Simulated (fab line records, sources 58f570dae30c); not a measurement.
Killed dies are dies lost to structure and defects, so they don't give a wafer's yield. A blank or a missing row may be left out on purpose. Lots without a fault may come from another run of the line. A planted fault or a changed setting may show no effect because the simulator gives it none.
Which tool did it? | flow berkeley_cmos170 | 14 lots, 42 wafers sampled, at 2 steps of a route of 331

WHAT THE GAUGES READ, wafer by wafer
UCB170_NLDD_TW_MEAS_11.
lot  | measured     | on            | NLDD_TW
L284 | day 6 09:08  | film_metro-02 | 2232 2245 2238
L287 | day 7 07:28  | film_metro-02 | 2228 2250 2231
L288 | day 7 07:40  | film_metro-02 | 2240 2240 2234
L289 | day 7 22:34  | film_metro-02 | 2240 2228 2240
L290 | day 7 22:46  | film_metro-01 | 2213 2208 2222
L292 | day 8 11:49  | film_metro-02 | 2227 2230 2226
L295 | day 8 12:34  | film_metro-01 | 2215 2208 2214
L297 | day 9 15:31  | film_metro-02 | 2227 2228 2225
L301 | day 9 21:50  | film_metro-02 | 2236 2227 2236
L299 | day 9 23:13  | film_metro-01 | 2213 2203 2208
L303 | day 10 13:31 | film_metro-01 | 2234 2238 2236
L306 | day 10 15:14 | film_metro-04 | 2197 2202 2216
L304 | day 10 15:52 | film_metro-04 | 2208 2202 2202
L307 | day 10 16:01 | film_metro-01 | 2234 2234 2236

UCB170_PSD_OVL_MEAS_07.
lot  | measured     | on         | PSD_OVL (nm)
L284 | day 6 16:02  | overlay-02 | -5 -1 -6
L287 | day 7 13:18  | overlay-02 | -7 -6 -6
L288 | day 7 13:33  | overlay-01 | -13 -7 -10
L289 | day 8 03:53  | overlay-01 | -4 -6 -11
L290 | day 8 03:56  | overlay-02 | 1 -1 -4
L292 | day 8 16:14  | overlay-02 | -5 1 -15
L295 | day 8 17:04  | overlay-02 | 1 -2 1
L297 | day 9 21:54  | overlay-02 | 1 -2 -10
L301 | day 10 02:30 | overlay-02 | -11 -2 -10
L299 | day 10 05:38 | overlay-02 | -5 -6 -5
L303 | day 10 18:28 | overlay-01 | -5 0 -8
L306 | day 10 20:40 | overlay-02 | -20 -9 -7
L304 | day 10 20:32 | overlay-01 | -13 -11 -10
L307 | day 10 20:56 | overlay-01 | -10 -8 -8

WHICH TOOL RAN EACH LOT (tool, then ch and the chambers of the sampled wafers, then the start)
The record holds no process step before these readings.

WHAT THE TOOLS THEMSELVES READ (means of the sampled wafers that have a number; where no wafer has one, the mark that the record gives instead)
The record holds no such reading with a usual standard deviation.

THE ANSWER, worked out from the rows above alone
Rule: what is usual is taken from the lots themselves. Put in order of their means at a reading, lots are off if they are a third of the lots or fewer, leave a main group of 4 or more, and stand apart from it by a gap of 3 or more times the standard deviation of the main group's means; of several such gaps the widest counts. A main group whose means are all the same, to the digits that the tables above print for the reading, isn't used. A lot without any number at a reading at which 4 lots or more have one is off too. The other lots that the step has rows for count as sound. The gauges are gone through in route order, then the tools' own readings, and for those a lot's mean is taken as printed above. The first step at which some lot is off is used, and at that step the reading that is off furthest; a lot without a number counts as furthest.
No lot is off at any reading shown: from this, nothing can be told.

WHAT THE SIMULATOR HAD PUT IN
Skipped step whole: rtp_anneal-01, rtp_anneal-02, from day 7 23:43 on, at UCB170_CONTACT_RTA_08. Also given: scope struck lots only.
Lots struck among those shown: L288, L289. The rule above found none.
